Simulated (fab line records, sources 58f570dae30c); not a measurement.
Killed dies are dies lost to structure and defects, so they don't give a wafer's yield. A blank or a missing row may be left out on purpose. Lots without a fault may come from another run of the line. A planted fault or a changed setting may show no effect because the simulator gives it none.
Split-lot experiment | flow berkeley_cmos170 | 5 lots, 23 wafers read, on a route of 331 steps

THE SPLIT
At UCB170_PLDD_COAT_01 (resist thk 900 nm), the setting resist_thk_nm was moved away from the recipe's 900 nm on 5 of the 23 wafers read, by -5.1% to +5.3%. The other wafers ran this setting at the recipe's value.

The reading is taken at the split's own step.

THE READING
KrF_of_PLDD_COAT_01.thk_nm (the simulator's own value, which no gauge read), in nm, at UCB170_PLDD_COAT_01 (resist thk 900 nm). The file gives no usual value for it. The 18 wafers here that ran the recipe average 901.0 nm, standard deviation 2 nm.

wafer  | tool, chamber at the split | resist_thk_nm as run, nm | against the recipe | KrF_of_PLDD_COAT_01.thk_nm, nm | against lot-mates on the recipe
L074.1 | litho_track-03, 0          | 947.8                    | +5.3%              | 951.1                          | +49.1
L074.2 | litho_track-03, 0          | 900                      | recipe             | 901.2                          | -
L074.3 | litho_track-03, 0          | 947.8                    | +5.3%              | 947.5                          | +45.5
L074.4 | litho_track-03, 0          | 947.8                    | +5.3%              | 950.4                          | +48.4
L074.6 | litho_track-03, 0          | 900                      | recipe             | 902.7                          | -
L076.1 | litho_track-04, 0          | 853.7                    | -5.1%              | 849.1                          | -49.3
L076.3 | litho_track-04, 0          | 900                      | recipe             | 899.2                          | -
L076.4 | litho_track-04, 0          | 900                      | recipe             | 898.3                          | -
L076.5 | litho_track-04, 0          | 900                      | recipe             | 897.7                          | -
L076.6 | litho_track-04, 0          | 853.7                    | -5.1%              | 850.6                          | -47.8
L079.1 | litho_track-03, 0          | 900                      | recipe             | 900.1                          | -
L079.2 | litho_track-03, 0          | 900                      | recipe             | 899.9                          | -
L079.3 | litho_track-03, 0          | 900                      | recipe             | 898.9                          | -
L079.4 | litho_track-03, 0          | 900                      | recipe             | 903.2                          | -
L079.6 | litho_track-03, 0          | 900                      | recipe             | 901.8                          | -
L081.1 | litho_track-02, 0          | 900                      | recipe             | 903.9                          | -
L081.3 | litho_track-02, 0          | 900                      | recipe             | 902.3                          | -
L081.4 | litho_track-02, 0          | 900                      | recipe             | 904                            | -
L081.5 | litho_track-02, 0          | 900                      | recipe             | 902.7                          | -
L081.6 | litho_track-02, 0          | 900                      | recipe             | 903.3                          | -
L083.1 | litho_track-02, 0          | 900                      | recipe             | 900                            | -
L083.2 | litho_track-02, 0          | 900                      | recipe             | 899.7                          | -
L083.3 | litho_track-02, 0          | 900                      | recipe             | 899.4                          | -

THE FIT
A straight line over all 23 wafers: KrF_of_PLDD_COAT_01.thk_nm changes by +9.48 nm for each +1% of resist_thk_nm; r = +1.00; the points scatter about the line by 2.1 nm.
The same after taking each lot's own level away (the mean of its wafers on the recipe; 23 wafers): +9.17 nm for each +1%; r = +1.00; scatter 1.2 nm.
On that fit, the largest move of resist_thk_nm shifts the reading by 49 nm.
The lots' own levels span 898.40 to 903.24 nm, that is 2.5 times the standard deviation above.
So the lot-to-lot level changes the slope little: the two slopes agree.
Check: with one of the wafers moved furthest among these (+5.3%) left out of the fit, the line predicts +48.2 nm for it against its lot-mates. It came out at +49.1 nm against them.

OTHER SPLITS ON THESE WAFERS
These wafers also went through other splits before the reading. Each is held against what the fit with the lots' levels taken away leaves over:
other split on the same wafers      | wafers away from the commonest value | r with KrF_of_PLDD_COAT_01.thk_nm (lot level and that fit taken away)
UCB170_START_OXIDATION_02 ox_time_s | 18                                   | +0.00
UCB170_NWELL_OXIDATION_01 temp_c    | 15                                   | +0.12
UCB170_PWELL_CVD_05 temp_c          | 15                                   | +0.06
UCB170_PWELL_IMPLANT_15 energy_kev  | 7                                    | -0.04
UCB170_ACTIVE_OXIDATION_02 temp_c   | 10                                   | +0.16
UCB170_PFIELD_COAT_01 spin_rpm      | 7                                    | +0.02

THE WHOLE CHAIN: every reading that the file lists as answering this split, in the file's order
step                 | what it does      | reading                                                                     | change (the file's fit)              | r (the file's)
UCB170_PLDD_COAT_01  | resist thk 900 nm | KrF_of_PLDD_COAT_01.thk_nm (the simulator's own value, which no gauge read) | +9.2 nm for each +1% of the setting  | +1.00
UCB170_PLDD_STRIP_10 | strips in O2      | strip_time_to_endpoint_s                                                    | withheld for each +1% of the setting | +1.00

THE FILE'S OWN FIT
KrF_of_PLDD_COAT_01.thk_nm changes by +9.2 nm for each +1% of resist_thk_nm, r = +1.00.
